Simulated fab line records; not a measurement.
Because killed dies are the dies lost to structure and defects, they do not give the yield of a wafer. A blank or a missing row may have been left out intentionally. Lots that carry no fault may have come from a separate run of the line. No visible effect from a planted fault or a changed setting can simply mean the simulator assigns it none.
Split-lot trial	flow berkeley-cmos170	route with 331 steps; 5 lots, 23 wafers read

THE SPLIT ITSELF
At UCB170_CONTACT_COAT_04 (resist thk 900 nm), the setting resist-thk-nm was moved away from the recipe's 900 nm on 12 of the 23 wafers read, by -5.9% to +4.1%. All remaining wafers had this setting at the recipe value.

The reading comes from the split's own step.

THE READING
KrF_of_CONTACT_COAT_04.thk-nm (the simulator's own value, which no gauge read), in nm, at UCB170_CONTACT_COAT_04 (resist thk 900 nm). There is no usual value for it anywhere in the file. Across the 11 wafers here that went through the recipe, the average is 897.9 nm and the standard deviation 2.2 nm.

wafer	tool, chamber at the split	resist-thk-nm as run, nm	against the recipe	KrF_of_CONTACT_COAT_04.thk-nm, nm	against lot-mates on the recipe
L075.1	litho-track-02, 0	900	recipe	897.1	-
L075.3	litho-track-02, 0	900	recipe	896.5	-
L075.6	litho-track-02, 0	900	recipe	897	-
L077.1	litho-track-02, 0	847	-5.9%	843.1	-53.2
L077.2	litho-track-02, 0	847	-5.9%	848	-48.3
L077.4	litho-track-02, 0	900	recipe	896.1	-
L077.5	litho-track-02, 0	847	-5.9%	844.7	-51.6
L077.6	litho-track-02, 0	900	recipe	896.5	-
L080.1	litho-track-03, 0	929.5	+3.3%	932.6	+31.3
L080.3	litho-track-03, 0	929.5	+3.3%	930.2	+28.9
L080.4	litho-track-03, 0	900	recipe	901.3	-
L080.5	litho-track-03, 0	900	recipe	901.3	-
L080.6	litho-track-03, 0	929.5	+3.3%	930.5	+29.2
L082.1	litho-track-02, 0	900	recipe	897	-
L082.2	litho-track-02, 0	937	+4.1%	938.6	+39.5
L082.3	litho-track-02, 0	937	+4.1%	938.8	+39.7
L082.5	litho-track-02, 0	900	recipe	901.2	-
L082.6	litho-track-02, 0	937	+4.1%	937.1	+38.0
L084.1	litho-track-02, 0	900	recipe	894.9	-
L084.2	litho-track-02, 0	900	recipe	898.4	-
L084.4	litho-track-02, 0	869.3	-3.4%	867.4	-29.2
L084.5	litho-track-02, 0	869.3	-3.4%	865.3	-31.4
L084.6	litho-track-02, 0	869.3	-3.4%	866.5	-30.1

FIT RESULTS
A straight line over all 23 wafers: KrF_of_CONTACT_COAT_04.thk-nm changes by +9.38 nm for each +1% of resist-thk-nm; r = +1.00; the points scatter about the line by 2.2 nm.
The same after taking each lot's own level away (the mean of its wafers on the recipe; 23 wafers): +8.97 nm for each +1%; r = +1.00; scatter 1.6 nm.
On that fit, the largest move of resist-thk-nm shifts the reading by 53 nm.
Across the lots, their own levels run from 896.30 to 901.30 nm, a range of 2.3 times the standard deviation given above.
Hence the lot-to-lot level has little effect on the slope; both slopes agree.
Check: -52 nm against its lot-mates is what the line predicts for one of the wafers moved furthest among these (-5.9%) when that wafer is left out of the fit. It came out at -53.2 nm against them.

OTHER SPLITS ON THESE WAFERS
Before the reading, these wafers also passed through other splits. Each is held against what the fit with the lots' levels taken away leaves over:
other split on the same wafers	wafers away from the commonest value	r with KrF_of_CONTACT_COAT_04.thk-nm (lot level and that fit taken away)
UCB170_GATE_EXPOSE_09 dose-mj	10	+0.12
UCB170_NLDD_IMPLANT_09 energy-kev	9	-0.12
UCB170_NSD_IMPLANT_08 energy-kev	10	-0.29
UCB170_SILICIDE_SPUTTER_01 time-s	7	-0.14

THE WHOLE CHAIN: every reading that the file lists as answering this split, in the file's order
step	what it does	reading	change (the file's fit)	r (the file's)
UCB170_CONTACT_COAT_04	resist thk 900 nm	KrF_of_CONTACT_COAT_04.thk-nm (the simulator's own value, which no gauge read)	+8.95 nm for each +1% of the setting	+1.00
UCB170_CONTACT_STRIP_06	strips in O2	strip-time-to-endpoint-s	withheld for each +1% of the setting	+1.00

FILE'S OWN FIT
KrF_of_CONTACT_COAT_04.thk-nm changes by +8.95 nm for each +1% of resist-thk-nm, r = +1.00.
